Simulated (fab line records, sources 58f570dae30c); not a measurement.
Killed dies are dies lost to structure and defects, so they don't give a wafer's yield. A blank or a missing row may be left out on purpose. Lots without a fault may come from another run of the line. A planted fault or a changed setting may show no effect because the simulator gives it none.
fab line records | flow berkeley_cmos170
record lots=5 wafers=15 last_day=11
route steps=331 shown M2@286 V2@292 M3@309
lots that met no fault: from a run of the same line without faults
start_h: hours from the record's first day to the start of the lot's first wafer shown | wait_h: hours since the lot's step before | " the same as in the row above | L1.1+2: a row that stands for several wafers | - no value, or no start given | * or withheld: withheld | < > ~ a bound
route shown NAME@n: a module of which the file shows steps, and the number in the route of the first | usual: mean/standard deviation of fault-free wafers | same: alike in all rows | chamber/n: place in a boat | sites: the reading at each site | _std_site: their standard deviation | _edge_site: outer sites' mean less inner sites' | radius_mm: how far each site lies from the wafer's centre | mask NAME#n: copy n | behind: the tool/chamber that last shaped the wafer | hold: why the lot was held/for how many hours/how that ended | device: the transistor (n, p or np) that didn't switch | end of line: the same wafers' tests at the end of the route | a step without rows: its recipe alone | killed: dies lost to structure and defects at the first sort, not the wafer's yield | map: a wafer's dies, x killed, . not, _ none there
set.NAME: the setting as run; set.NAME@STEP: as run at that earlier step | model.NAME: the simulator's own value behind a step, which no gauge read
lots at some steps of the route; a table a step, a row a wafer
services: from which hour (start_h, from the record's first day; less than 0 if before it) a tool's chamber was out of use, for how many hours, and why
## steps
# step UCB170_M2_CD_MEAS_15
# recipe target_cd_nm=700
# usual cd_nm=700.1/1.1
# columns lot.wafer tool chamber start_h wait_h cd_nm
L074.3 cd_sem-02 - 179.16 - 700.2
L074.4 " - " " 700.2
L074.6 " - " " 700.5
L076.1 cd_sem-01 - 190.48 - 698.9
L076.2 " - " " 700.1
L076.4 " - " " 699.7
L082.2 cd_sem-01 - 214.56 - 699.1
L082.4 " - " " 698.3
L082.6 " - " " 700.7
L085.1 cd_sem-01 - 240.19 - 700.8
L085.3 " - " " 700.8
L085.4 " - " " 700.8
L089.1 cd_sem-01 - 256.44 - 701.4
L089.3 " - " " 701.1
L089.5 " - " " 700.3
# step UCB170_M2_OVL_MEAS_16
# usual M2_OVL=1/4.6
# columns lot.wafer tool chamber start_h wait_h M2_OVL[nm]
L074.3 overlay-02 - 179.25 0.1 -4
L074.4 " - " " 6
L074.6 " - " " 0
L076.1 overlay-02 - 190.60 0.1 2
L076.2 " - " " 2
L076.4 " - " " -6
L082.2 overlay-01 - 214.67 0.1 5
L082.4 " - " " 5
L082.6 " - " " 0
L085.1 overlay-01 - 240.31 0.1 1
L085.3 " - " " -2
L085.4 " - " " 0
L089.1 overlay-01 - 256.56 0.1 -6
L089.3 " - " " -3
L089.5 " - " " 0
# step UCB170_M2_ETCH_17
# recipe chemistry=N2/H2 target_depth_a=withheld overetch_a=withheld target=BARC time_s=withheld source_w=500 bias_w=100 pressure_mtorr=30 n2_flow_sccm=100 h2_flow_sccm=200
# usual drypump_motor_current_A=5.53/0.29 oes_product_au=0.989/0.021 rf_fwd_power_W=494.6/2.4 throttle_valve_pct=13.33/0.16
# columns lot.wafer tool chamber start_h wait_h drypump_motor_current_A oes_product_au rf_fwd_power_W throttle_valve_pct
L074.3 rie_diel-01 1 179.28 0.0 5.24 0.970 495.5 13.30
L074.4 " 3 " " 5.86 1.005 491.2 13.48
L074.6 " 2 " " 5.63 0.987 497.8 13.22
L076.1 rie_diel-03 1 190.64 0.0 5.74 0.981 497.1 13.51
L076.2 " 3 " " 5.02 0.979 498.0 13.48
L076.4 " 0 " " 6.13 1.023 496.2 13.49
L082.2 rie_diel-02 0 214.70 0.0 5.63 0.988 497.2 13.41
L082.4 " 2 " " 5.22 0.951 492.9 13.55
L082.6 " 0 " " 5.63 0.983 493.4 13.37
L085.1 rie_diel-03 0 240.34 0.0 6.13 1.040 493.2 13.49
L085.3 " 2 " " 5.35 1.002 490.5 13.21
L085.4 " 3 " " 5.03 0.988 498.5 13.49
L089.1 rie_diel-01 1 256.60 0.0 5.28 0.964 495.3 13.29
L089.3 " 3 " " 5.85 1.012 491.1 13.48
L089.5 " 0 " " 5.75 0.994 491.8 13.01
# step UCB170_M2_METAL_ETCH_18
# recipe chemistry=Cl2/BCl3 target=Al stop_on=SiO2 pressure_mtorr=12 target_depth_a=11700 over_etch_frac=0.3 time_s=195 icp_w=600 bias_w=120 Cl2_flow_sccm=90 bcl3_flow_sccm=45
# usual bcl3_flow_sccm=44.96/0.13 drypump_motor_current_A=5.60/0.22 oes_product_au=0.855/0.0092 rf_fwd_power_W=597.8/1.8 throttle_valve_pct=24.37/0.23
# columns lot.wafer tool chamber start_h wait_h bcl3_flow_sccm drypump_motor_current_A oes_product_au rf_fwd_power_W rf_hours_counter_h throttle_valve_pct
L074.3 rie_metal-04 0 179.38 - 44.97 5.73 0.853 599.2 - 24.69
L074.4 " 1 " " 45.15 5.46 0.859 595.5 - 24.43
L074.6 " 0 " " 45.01 5.74 0.852 601.8 - 24.66
L076.1 rie_metal-01 1 190.68 - 44.96 5.81 0.848 600.1 4 24.44
L076.2 " 0 " " 44.89 5.22 0.855 598.0 1 23.94
L076.4 " 0 " " 44.80 5.18 0.848 598.2 - 23.92
L082.2 rie_metal-01 1 214.80 - 44.95 5.81 0.841 598.4 - 24.43
L082.4 " 1 " " 44.96 5.80 0.843 597.5 - 24.41
L082.6 " 1 " " 44.93 5.81 0.850 596.8 - 24.41
L085.1 rie_metal-01 0 240.39 - 45.07 5.20 0.853 596.2 2 23.92
L085.3 " 0 " " 44.94 5.20 0.843 598.1 - 23.93
L085.4 " 1 " " 44.92 5.82 0.839 598.7 - 24.43
L089.1 rie_metal-04 0 256.64 - 45.05 5.76 0.859 595.3 13 24.67
L089.3 " 1 " " 44.97 5.46 0.866 598.0 - 24.44
L089.5 " 1 " " 45.05 5.46 0.871 598.2 - 24.42
# step UCB170_M2_STRIP_19
# recipe chemistry=O2 power_w=400 pressure_mtorr=3500 platen_temp_c=withheld o2_flow_sccm=400 overash_fraction=0.5
# usual drypump_motor_current_A=5.7/0.31 o2_flow_sccm=400.2/1.1 oes_product_au=0.547/0.017
# columns lot.wafer tool chamber start_h wait_h drypump_motor_current_A o2_flow_sccm oes_product_au rf_hours_counter_h
L074.3 plasma_asher-04 0 179.54 0.1 6.2 398.9 0.571 -
L074.4 " 1 " " 5.5 401.3 0.560 -
L074.6 " 0 " " 6.2 400.7 0.568 -
L076.1 plasma_asher-01 0 190.87 0.1 5.9 399.2 0.517 50
L076.2 " 1 " " 5.5 400.5 0.547 50
L076.4 " 0 " " 5.9 400.7 0.539 -
L082.2 plasma_asher-04 0 215.12 0.2 6.2 398.4 0.524 43
L082.4 " 0 " " 6.3 401.0 0.523 -
L082.6 " 0 " " 6.2 399.6 0.528 -
L085.1 plasma_asher-04 0 240.57 0.1 6.2 401.1 0.535 46
L085.3 " 0 " " 6.2 398.6 0.533 -
L085.4 " 1 " " 5.4 399.2 0.515 -
L089.1 plasma_asher-01 0 256.83 0.1 5.9 399.1 0.569 59
L089.3 " 1 " " 5.5 400.9 0.548 -
L089.5 " 0 " " 5.9 400.1 0.556 -
# step UCB170_M2_CD_MEAS_90
# recipe target_cd_nm=700
# usual cd_nm=699/3.5
# columns lot.wafer tool chamber start_h wait_h cd_nm
L074.3 cd_sem-01 - 179.67 0.1 698
L074.4 " - " " 702
L074.6 " - " " 696
L076.1 cd_sem-02 - 190.97 0.1 696
L076.2 " - " " 695
L076.4 " - " " 695
L082.2 cd_sem-01 - 215.24 0.1 695
L082.4 " - " " 695
L082.6 " - " " 696
L085.1 cd_sem-02 - 240.67 0.1 693
L085.3 " - " " 695
L085.4 " - " " 696
L089.1 cd_sem-01 - 257.03 0.2 701
L089.3 " - " " 706
L089.5 " - " " 704
# step UCB170_V2_CVD_00
# recipe material=SiO2 target_thk_nm=2000 temp_c=390 precursor=TEOS/O2 time_s=250 rf_w=550 pressure_mtorr=9000
# usual heater_power_w=251/51 rf_fwd_power_W=548.7/1.7
# columns lot.wafer tool chamber start_h wait_h heater_power_w rf_fwd_power_W
L074.3 pecvd-03 1 179.75 0.1 296 545.9
L074.4 " 2 " " 292 549.1
L074.6 " 1 " " 211 551.0
L076.1 pecvd-01 0 191.09 0.1 283 549.2
L076.2 " 2 " " 253 547.5
L076.4 " 2 " " 201 546.7
L082.2 pecvd-02 2 215.34 0.1 328 549.4
L082.4 " 0 " " 227 550.5
L082.6 " 2 " " 388 548.6
L085.1 pecvd-03 1 240.79 0.1 284 546.2
L085.3 " 0 " " 243 547.3
L085.4 " 0 " " 192 545.3
L089.1 pecvd-03 0 257.15 0.1 239 549.1
L089.3 " 2 " " 239 550.5
L089.5 " 0 " " 286 551.0
# step UCB170_V2_THK_MEAS_01
# recipe reads=SiO2_of_V2_CVD_00
# usual V2_TEOS_THK=2004/35
# columns lot.wafer tool chamber start_h wait_h V2_TEOS_THK[nm]
L074.3 film_metro-01 - 179.92 0.1 1963
L074.4 " - " " 2010
L074.6 " - " " 2024
L076.1 film_metro-01 - 191.24 0.1 2042
L076.2 " - " " 2022
L076.4 " - " " 2067
L082.2 film_metro-01 - 215.50 0.1 1991
L082.4 " - " " 2018
L082.6 " - " " 2027
L085.1 film_metro-04 - 240.95 0.1 1927
L085.3 " - " " 1953
L085.4 " - " " 1982
L089.1 film_metro-01 - 257.31 0.1 1993
L089.3 " - " " 1969
L089.5 " - " " 1996
# step UCB170_V2_CMP_02
# recipe material=SiO2 down_force_psi=6 platen_rpm=60 pad_velocity_m_s=0.75398
# usual motor_current_A=15.9/1.5 slurry_filter_dp_kPa=13.51/0.13
# columns lot.wafer tool chamber start_h wait_h motor_current_A slurry_filter_dp_kPa
L074.4 cmp-02 3 180.06 0.1 18.0 13.63
L074.3 " 0 " " 16.8 13.49
L074.6 " 1 " " 17.0 13.47
L076.1 cmp-01 0 191.35 0.1 14.3 13.44
L076.2 " 1 " " 14.3 13.49
L076.4 " 2 " " 13.4 13.30
L082.2 cmp-02 1 215.55 0.0 16.5 13.64
L082.4 " 0 " " 16.8 13.75
L082.6 " 2 " " 16.5 13.49
L085.3 cmp-02 1 241.01 0.0 16.0 13.59
L085.1 " 2 " " 16.1 13.57
L085.4 " 3 " " 17.6 13.59
L089.1 cmp-01 1 257.42 0.1 14.8 13.18
L089.3 " 2 " " 13.4 13.58
L089.5 " 0 " " 14.4 13.32
# step UCB170_V2_BOW_MEAS_03
# recipe mode=bow
# usual V2_BOW=37/7.3
# columns lot.wafer tool chamber start_h wait_h V2_BOW[um]
L074.3 film_metro-02 - 180.30 0.1 23
L074.4 " - " " 30
L074.6 " - " " 37
L076.1 film_metro-02 - 191.60 0.2 52
L076.2 " - " " 35
L076.4 " - " " 41
L082.2 film_metro-01 - 215.87 0.3 34
L082.4 " - " " 31
L082.6 " - " " 37
L085.1 film_metro-01 - 241.31 0.2 46
L085.3 " - " " 57
L085.4 " - " " 48
L089.1 film_metro-01 - 257.67 0.2 38
L089.3 " - " " 35
L089.5 " - " " 32
# step UCB170_V2_THK_MEAS_04
# recipe reads=SiO2_of_V2_CVD_00
# usual V2_POLISHED_THK=990.7/0.93
# columns lot.wafer tool chamber start_h wait_h V2_POLISHED_THK[nm]
L074.3 film_metro-02 - 180.40 0.1 990.8
L074.4 " - " " 989.7
L074.6 " - " " 991.3
L076.1 film_metro-02 - 191.72 0.1 991.0
L076.2 " - " " 989.5
L076.4 " - " " 990.6
L082.2 film_metro-01 - 215.98 0.1 992.1
L082.4 " - " " 992.0
L082.6 " - " " 992.5
L085.1 film_metro-01 - 241.43 0.1 990.8
L085.3 " - " " 991.4
L085.4 " - " " 990.0
L089.1 film_metro-01 - 257.79 0.1 989.1
L089.3 " - " " 991.6
L089.5 " - " " 993.2
# step UCB170_V2_CLEAN_05
# recipe chemistry=DIW
# columns lot.wafer tool chamber start_h wait_h
L074.3+4+6 wet_bench-04 3 180.44 0.0
L076.1+2+4 wet_bench-03 0 191.78 0.1
L082.2+4+6 wet_bench-03 1 216.03 0.0
L085.1+3+4 wet_bench-03 2 241.61 0.2
L089.1+3+5 wet_bench-03 1 257.85 0.1
# step UCB170_V2_HMDS_06
# recipe prime_time_s=60 prime_temp_c=100
# columns lot.wafer tool chamber start_h wait_h
L074.3+4+6 litho_track-04 0 181.18 0.6
L076.1+2+4 litho_track-04 0 191.97 0.0
L082.2+4+6 litho_track-01 0 216.47 0.2
L085.1+3+4 litho_track-02 0 241.78 0.0
L089.1+3+5 litho_track-02 0 258.14 0.1
# step UCB170_V2_COAT_07
# recipe resist=KrF spin_rpm=1500 resist_thk_nm=900
# columns lot.wafer tool chamber start_h wait_h
L074.3+4+6 litho_track-04 0 181.33 0.1
L076.1+2+4 litho_track-04 0 192.12 0.1
L082.2+4+6 litho_track-01 0 216.62 0.1
L085.1+3+4 litho_track-02 0 241.93 0.1
L089.1+3+5 litho_track-02 0 258.29 0.1
# step UCB170_V2_SOFTBAKE_08
# recipe resist=KrF temp_c=130 time_s=60
# columns lot.wafer tool chamber start_h wait_h
L074.3+4+6 litho_track-04 0 181.48 0.1
L076.1+2+4 litho_track-04 0 192.27 0.1
L082.2+4+6 litho_track-01 0 216.77 0.1
L085.1+3+4 litho_track-02 0 242.08 0.1
L089.1+3+5 litho_track-02 0 258.44 0.1
# step UCB170_V2_EXPOSE_09
# recipe mask_id=VIA2 target_cd_nm=700 na=0.5 sigma_outer=0.6 source_shape=conventional dose_mj=36.48
# usual stage_vel_mm_s=500.00/0.28
# same na=0.5
# columns lot.wafer tool chamber start_h wait_h mask stage_vel_mm_s
L074.3 krf_scanner-01 0 181.62 0.1 VIA2#0 499.98
L074.4 " 0 " " VIA2#0 499.71
L074.6 " 0 " " VIA2#0 499.80
L076.1 krf_scanner-01 0 192.42 0.1 VIA2#0 499.92
L076.2 " 0 " " VIA2#0 499.65
L076.4 " 0 " " VIA2#0 499.67
L082.2 krf_scanner-02 0 216.91 0.1 VIA2#0 499.64
L082.4 " 0 " " VIA2#0 499.89
L082.6 " 0 " " VIA2#0 499.89
L085.1 krf_scanner-02 0 242.36 0.2 VIA2#0 500.46
L085.3 " 0 " " VIA2#0 500.11
L085.4 " 0 " " VIA2#0 499.88
L089.1 krf_scanner-01 0 258.72 0.2 VIA2#0 499.80
L089.3 " 0 " " VIA2#0 499.95
L089.5 " 0 " " VIA2#0 500.31
# step UCB170_V2_PEB_10
# recipe peb_temp_c=130 peb_time_s=withheld resist=KrF
# columns lot.wafer tool chamber start_h wait_h
L074.3+4+6 litho_track-04 0 181.91 0.3
L076.1+2+4 litho_track-01 0 192.54 0.1
L082.2+4+6 litho_track-02 0 217.47 0.5
L085.1+3+4 litho_track-02 0 242.96 0.6
L089.1+3+5 litho_track-04 0 258.83 0.1
# step UCB170_V2_DEVELOP_11
# recipe developer=TMAH develop_time_s=45 resist=KrF dev_temp_c=21
# columns lot.wafer tool chamber start_h wait_h
L074.3+4+6 litho_track-04 0 - -
L076.1+2+4 litho_track-01 0 - -
L082.2+4+6 litho_track-02 0 - -
L085.1+3+4 litho_track-02 0 - -
L089.1+3+5 litho_track-04 0 - -
# step UCB170_V2_CD_MEAS_12
# recipe target_cd_nm=700
# usual cd_nm=699.7/1.5
# columns lot.wafer tool chamber start_h wait_h cd_nm
L074.3 cd_sem-01 - 182.17 - 698.4
L074.4 " - " " 697.1
L074.6 " - " " 699.8
L076.1 cd_sem-01 - 192.82 - 699.0
L076.2 " - " " 698.5
L076.4 " - " " 697.2
L082.2 cd_sem-01 - 217.74 - 700.6
L082.4 " - " " 698.9
L082.6 " - " " 699.4
L085.1 cd_sem-02 - 243.23 - 699.7
L085.3 " - " " 700.2
L085.4 " - " " 700.2
L089.1 cd_sem-02 - 259.11 - 701.0
L089.3 " - " " 700.0
L089.5 " - " " 700.3
# step UCB170_V2_OVL_MEAS_13
# usual V2_OVL=1/5.7
# columns lot.wafer tool chamber start_h wait_h V2_OVL[nm]
L074.3 overlay-01 - 182.27 0.1 0
L074.4 " - " " 8
L074.6 " - " " 2
L076.1 overlay-02 - 192.94 0.1 -7
L076.2 " - " " 1
L076.4 " - " " -2
L082.2 overlay-01 - 217.85 0.1 -3
L082.4 " - " " 2
L082.6 " - " " -1
L085.1 overlay-02 - 243.35 0.1 -4
L085.3 " - " " -12
L085.4 " - " " 1
L089.1 overlay-02 - 259.23 0.1 1
L089.3 " - " " -2
L089.5 " - " " 7
# step UCB170_V2_ETCH_14
# recipe chemistry=CHF3/CF4/Ar target=SiO2 stop_on=Al CHF3_flow_sccm=45 cf4_flow_sccm=15 Ar_flow_sccm=150 pressure_mtorr=200 rf_w=700 target_depth_a=12500 over_etch_frac=0.25 time_s=291
# usual CHF3_flow_sccm=45.01/0.12 drypump_motor_current_A=5.50/0.29 oes_product_au=0.864/0.016 rf_fwd_power_W=698.3/1.9 throttle_valve_pct=7.00/0.077
# columns lot.wafer tool chamber start_h wait_h CHF3_flow_sccm drypump_motor_current_A oes_product_au rf_fwd_power_W rf_hours_counter_h throttle_valve_pct
L074.3 rie_diel-03 1 182.29 0.0 44.94 5.79 0.849 697.3 146 7.10
L074.4 " 3 " " 45.09 5.01 0.855 697.0 11 7.10
L074.6 " 1 " " 45.07 5.78 0.862 697.7 - 7.13
L076.1 rie_diel-04 1 192.97 0.0 45.05 5.71 0.863 700.1 16 7.07
L076.2 " 3 " " 44.89 5.33 0.858 697.3 23 6.93
L076.4 " 2 " " 45.10 5.15 0.878 692.8 20 6.92
L082.2 rie_diel-04 3 217.88 0.0 45.01 5.33 0.858 697.2 24 6.96
L082.4 " 2 " " 44.93 5.09 0.876 698.8 21 6.93
L082.6 " 0 " " 44.92 5.52 0.888 698.2 - 7.09
L085.1 rie_diel-01 3 243.39 0.0 45.02 5.85 0.856 697.5 7 7.11
L085.3 " 1 " " 45.01 5.26 0.843 697.3 67 6.98
L085.4 " 0 " " 45.08 5.69 0.894 696.7 70 6.89
L089.1 rie_diel-01 0 259.26 0.0 45.12 5.73 0.891 698.2 71 6.88
L089.3 " 1 " " 45.04 5.26 0.840 698.5 68 6.99
L089.5 " 2 " " 44.91 5.62 0.854 701.1 - 6.93
# step UCB170_V2_STRIP_15
# recipe chemistry=O2 power_w=400 pressure_mtorr=3500 platen_temp_c=withheld o2_flow_sccm=400 overash_fraction=0.5
# usual drypump_motor_current_A=5.60/0.18 o2_flow_sccm=400.1/1.1 oes_product_au=0.722/0.0052 strip_time_to_endpoint_s=15.34/0.11
# columns lot.wafer tool chamber start_h wait_h drypump_motor_current_A o2_flow_sccm oes_product_au rf_hours_counter_h strip_time_to_endpoint_s
L074.3 plasma_asher-01 1 182.50 0.1 5.50 401.2 0.727 - 15.46
L074.4 " 0 " " 5.91 398.8 0.715 - 15.16
L074.6 " 0 " " 5.93 399.5 0.716 - 15.48
L076.1 plasma_asher-02 1 193.15 0.1 5.76 400.4 0.722 8 15.70
L076.2 " 0 " " 5.25 398.5 0.727 8 15.46
L076.4 " 0 " " 5.25 400.6 0.716 - 15.38
L082.2 plasma_asher-02 1 218.05 0.1 5.72 401.6 0.724 11 15.32
L082.4 " 1 " " 5.73 399.0 0.717 - 15.28
L082.6 " 1 " " 5.73 398.5 0.720 - 15.50
L085.1 plasma_asher-03 0 243.57 0.1 5.46 401.2 0.722 50 15.29
L085.3 " 0 " " 5.45 401.0 0.730 - 15.47
L085.4 " 1 " " 5.66 400.1 0.725 - 15.54
L089.1 plasma_asher-03 0 259.44 0.1 5.48 399.6 0.719 53 15.48
L089.3 " 1 " " 5.65 400.4 0.725 - 15.36
L089.5 " 0 " " 5.46 399.1 0.718 - 15.28
# step UCB170_V2_CD_MEAS_90
# recipe target_cd_nm=700
# usual cd_nm=699.9/1.6
# columns lot.wafer tool chamber start_h wait_h cd_nm
L074.3 cd_sem-02 - 182.61 0.1 698.3
L074.4 " - " " 696.9
L074.6 " - " " 699.8
L076.1 cd_sem-02 - 193.25 0.1 698.9
L076.2 " - " " 700.0
L076.4 " - " " 697.7
L082.2 cd_sem-02 - 218.17 0.1 700.9
L082.4 " - " " 698.8
L082.6 " - " " 700.5
L085.1 cd_sem-02 - 243.67 0.1 700.4
L085.3 " - " " 699.7
L085.4 " - " " 700.3
L089.1 cd_sem-02 - 259.54 0.1 701.2
L089.3 " - " " 700.1
L089.5 " - " " 699.2
# step UCB170_M3_PRE_CLEAN_00
# recipe gas=Ar preclean_etch_time_s=60
# columns lot.wafer tool chamber start_h wait_h
L074.3+4+6 pvd_sputter-01 - 182.69 0.1
L076.1+2+4 pvd_sputter-01 - 193.37 0.1
L082.2+4+6 pvd_sputter-01 - 218.27 0.1
L085.1+3+4 pvd_sputter-02 - 243.79 0.1
L089.1+3+5 pvd_sputter-04 - 259.66 0.1
# step UCB170_M3_SPUTTER_01
# recipe material=Al target_thk_nm=900 time_s=120 power_w=6000 chamber_pressure_pa=0.5
# usual throttle_valve_pct=29.6/0.83
# columns lot.wafer tool chamber start_h wait_h throttle_valve_pct
L074.3 pvd_sputter-01 - 182.76 0.0 30.3
L074.4 " - " " 30.0
L074.6 " - " " 28.1
L076.1 pvd_sputter-01 - 193.44 0.0 28.0
L076.2 " - " " 30.0
L076.4 " - " " 30.2
L082.2 pvd_sputter-01 - 218.34 0.0 29.3
L082.4 " - " " 30.2
L082.6 " - " " 29.1
L085.1 pvd_sputter-02 - 243.86 0.0 28.1
L085.3 " - " " 30.1
L085.4 " - " " 30.4
L089.1 pvd_sputter-04 - 259.73 0.0 29.9
L089.3 " - " " 30.7
L089.5 " - " " 29.7
# step UCB170_M3_RS_MEAS_02
# recipe thk_meas_gauge=four-point-probe reads=Al_of_M3_SPUTTER_01
# usual M3_AL_RS=0.0322/0.00036
# columns lot.wafer tool chamber start_h wait_h M3_AL_RS[ohm/sq]
L074.3 film_metro-02 - 182.88 0.1 0.0324
L074.4 " - " " 0.0318
L074.6 " - " " 0.0320
L076.1 film_metro-03 - 193.52 0.0 0.0322
L076.2 " - " " 0.0322
L076.4 " - " " 0.0325
L082.2 film_metro-02 - 218.44 0.1 0.0324
L082.4 " - " " 0.0318
L082.6 " - " " 0.0322
L085.1 film_metro-02 - 243.94 0.0 0.0324
L085.3 " - " " 0.0324
L085.4 " - " " 0.0329
L089.1 film_metro-02 - 259.81 0.0 0.0317
L089.3 " - " " 0.0319
L089.5 " - " " 0.0316
# step UCB170_M3_THK_MEAS_03
# recipe thk_meas_gauge=xrf reads=Al_of_M3_SPUTTER_01
# usual M3_AL_THK=901/11
# columns lot.wafer tool chamber start_h wait_h M3_AL_THK[nm]
L074.3 film_metro-02 - 182.98 0.1 894
L074.4 " - " " 911
L074.6 " - " " 910
L076.1 film_metro-03 - 193.64 0.1 903
L076.2 " - " " 900
L076.4 " - " " 896
L082.2 film_metro-02 - 218.55 0.1 891
L082.4 " - " " 906
L082.6 " - " " 898
L085.1 film_metro-02 - 244.06 0.1 894
L085.3 " - " " 894
L085.4 " - " " 878
L089.1 film_metro-02 - 259.93 0.1 912
L089.3 " - " " 907
L089.5 " - " " 917
# step UCB170_M3_HMDS_04
# recipe prime_time_s=60 prime_temp_c=100
# columns lot.wafer tool chamber start_h wait_h
L074.3+4+6 litho_track-03 0 183.52 0.5
L076.1+2+4 litho_track-01 0 193.84 0.2
L082.2+4+6 litho_track-02 0 218.63 0.1
L085.1+3+4 litho_track-01 0 244.59 0.5
L089.1+3+5 litho_track-03 0 259.99 0.1
# step UCB170_M3_COAT_05
# recipe resist=KrF spin_rpm=1500 resist_thk_nm=900
# columns lot.wafer tool chamber start_h wait_h
L074.3+4+6 litho_track-03 0 183.67 0.1
L076.1+2+4 litho_track-01 0 193.99 0.1
L082.2+4+6 litho_track-02 0 218.78 0.1
L085.1+3+4 litho_track-01 0 244.74 0.1
L089.1+3+5 litho_track-03 0 260.14 0.1
# step UCB170_M3_SOFTBAKE_06
# recipe resist=KrF temp_c=130 time_s=60
# columns lot.wafer tool chamber start_h wait_h
L074.3+4+6 litho_track-03 0 183.82 0.1
L076.1+2+4 litho_track-01 0 194.14 0.1
L082.2+4+6 litho_track-02 0 218.93 0.1
L085.1+3+4 litho_track-01 0 244.89 0.1
L089.1+3+5 litho_track-03 0 260.29 0.1
# step UCB170_M3_STRIP_07
# recipe chemistry=O2 power_w=400 pressure_mtorr=3500 platen_temp_c=withheld o2_flow_sccm=400 overash_fraction=0.5
# usual drypump_motor_current_A=5.67/0.27 o2_flow_sccm=400.0/1.2 oes_product_au=0.735/0.0045 strip_time_to_endpoint_s=21.97/0.074
# columns lot.wafer tool chamber start_h wait_h drypump_motor_current_A o2_flow_sccm oes_product_au rf_hours_counter_h strip_time_to_endpoint_s
L074.3 plasma_asher-04 1 183.95 0.1 5.45 397.6 0.730 - 21.83
L074.4 " 0 " " 6.25 398.7 0.737 - 21.89
L074.6 " 1 " " 5.46 398.2 0.749 - 21.85
L076.1 plasma_asher-01 0 194.29 0.1 5.89 400.3 0.729 51 21.94
L076.2 " 1 " " 5.49 401.9 0.738 51 21.87
L076.4 " 1 " " 5.49 400.0 0.728 - 21.92
L082.2 plasma_asher-03 0 219.05 0.1 5.44 399.8 0.741 48 22.04
L082.4 " 0 " " 5.49 399.3 0.737 - 22.03
L082.6 " 0 " " 5.44 399.7 0.731 - 22.04
L085.1 plasma_asher-03 1 245.04 0.1 5.63 399.2 0.734 51 22.02
L085.3 " 1 " " 5.64 399.5 0.733 - 22.10
L085.4 " 0 " " 5.48 401.5 0.735 - 22.05
L089.1 plasma_asher-03 0 260.44 0.1 5.45 400.4 0.737 53 22.08
L089.3 " 1 " " 5.65 399.7 0.736 - 22.06
L089.5 " 0 " " 5.47 400.7 0.733 - 22.05
# step UCB170_M3_STRIP_08
# recipe chemistry=DMSO temp_c=80 time_s=600 material=KrF
# usual bath_heat_duty_pct=18.1/2.6
# columns lot.wafer tool chamber start_h wait_h bath_heat_duty_pct
L074.3 wet_bench-03 1 184.24 0.2 16.4
L074.4 " 1 " " 17.2
L074.6 " 1 " " 17.6
L076.1 wet_bench-03 2 194.39 0.1 18.5
L076.2 " 2 " " 19.5
L076.4 " 2 " " 19.2
L082.2 wet_bench-03 1 219.15 0.1 16.9
L082.4 " 1 " " 16.9
L082.6 " 1 " " 15.0
L085.1 wet_bench-03 0 245.15 0.1 21.1
L085.3 " 0 " " 21.1
L085.4 " 0 " " 20.3
L089.1 wet_bench-03 0 260.54 0.1 22.0
L089.3 " 0 " " 21.4
L089.5 " 0 " " 23.2
# step UCB170_M3_COAT_09
# recipe resist=BARC temp_c=withheld time_s=withheld spin_rpm=3000 resist_thk_nm=withheld
# columns lot.wafer tool chamber start_h wait_h
L074.3+4+6 litho_track-01 0 184.49 0.1
L076.1+2+4 litho_track-02 0 194.80 0.2
L082.2+4+6 litho_track-03 0 219.37 0.0
L085.1+3+4 litho_track-01 0 245.76 0.4
L089.1+3+5 litho_track-03 0 260.99 0.3
# step UCB170_M3_COAT_10
# recipe resist=KrF spin_rpm=1500 resist_thk_nm=900
# columns lot.wafer tool chamber start_h wait_h
L074.3+4+6 litho_track-01 0 - -
L076.1+2+4 litho_track-02 0 - -
L082.2+4+6 litho_track-03 0 - -
L085.1+3+4 litho_track-01 0 - -
L089.1+3+5 litho_track-03 0 - -
# step UCB170_M3_SOFTBAKE_11
# recipe resist=KrF temp_c=130 time_s=60
# columns lot.wafer tool chamber start_h wait_h
L074.3+4+6 litho_track-01 0 - -
L076.1+2+4 litho_track-02 0 - -
L082.2+4+6 litho_track-03 0 - -
L085.1+3+4 litho_track-01 0 - -
L089.1+3+5 litho_track-03 0 - -
# step UCB170_M3_EXPOSE_12
# recipe mask_id=METAL3 target_cd_nm=700 na=0.5 sigma_outer=0.6 source_shape=conventional dose_mj=25.47
# usual stage_vel_mm_s=500.03/0.25
# same na=0.5
# columns lot.wafer tool chamber start_h wait_h mask stage_vel_mm_s
L074.3 krf_scanner-02 0 185.38 - METAL3#0 499.89
L074.4 " 0 " " METAL3#0 500.18
L074.6 " 0 " " METAL3#0 500.48
L076.1 krf_scanner-01 0 195.37 - METAL3#0 500.09
L076.2 " 0 " " METAL3#0 500.00
L076.4 " 0 " " METAL3#0 499.60
L082.2 krf_scanner-01 0 219.94 - METAL3#0 500.28
L082.4 " 0 " " METAL3#0 500.13
L082.6 " 0 " " METAL3#0 500.09
L085.1 krf_scanner-01 0 246.34 - METAL3#0 500.27
L085.3 " 0 " " METAL3#0 500.19
L085.4 " 0 " " METAL3#0 500.16
L089.1 krf_scanner-01 0 261.59 - METAL3#0 499.94
L089.3 " 0 " " METAL3#0 499.96
L089.5 " 0 " " METAL3#0 500.02
# step UCB170_M3_PEB_13
# recipe peb_temp_c=130 peb_time_s=withheld resist=KrF
# columns lot.wafer tool chamber start_h wait_h
L074.3+4+6 litho_track-02 0 185.51 0.1
L076.1+2+4 litho_track-02 0 195.49 0.1
L082.2+4+6 litho_track-01 0 220.06 0.1
L085.1+3+4 litho_track-02 0 247.21 0.9
L089.1+3+5 litho_track-01 0 261.87 0.3
# step UCB170_M3_DEVELOP_14
# recipe developer=TMAH develop_time_s=45 resist=KrF dev_temp_c=21
# columns lot.wafer tool chamber start_h wait_h
L074.3+4+6 litho_track-02 0 - -
L076.1+2+4 litho_track-02 0 - -
L082.2+4+6 litho_track-01 0 - -
L085.1+3+4 litho_track-02 0 - -
L089.1+3+5 litho_track-01 0 - -
## services
# columns tool chamber start_h hours kind
rie_metal-04 - 159.01 2.8 pm
rie_diel-01 0 159.82 39.7 repair
pvd_sputter-01 - 160.13 0.8 repair
rie_diel-03 1 165.34 1.7 repair
cmp-01 - 174.71 1.0 repair
pecvd-02 0 178.28 6.7 repair
rie_diel-02 - 186.46 0.7 repair
pvd_sputter-02 - 193.91 2.2 repair
cmp-01 - 197.18 7.2 pm
plasma_asher-04 - 197.52 7.6 repair
pvd_sputter-04 - 199.60 14.7 repair
pvd_sputter-01 - 206.40 1.6 repair
rie_diel-03 1 206.42 - clean
krf_scanner-02 - 208.43 0.8 pm
pvd_sputter-04 - 209.64 1.5 repair
rie_metal-01 0 212.85 4.9 repair
rie_diel-01 0 213.13 3.9 repair
rie_metal-04 - 223.51 1.0 repair
pecvd-02 - 223.63 0.2 repair
krf_scanner-01 - 224.39 1.3 pm
krf_scanner-01 - 225.69 4.0 pm
cmp-02 - 232.00 4.0 pm
krf_scanner-02 - 232.55 1.3 pm
plasma_asher-02 - 244.44 28.1 pm
## key
fault none
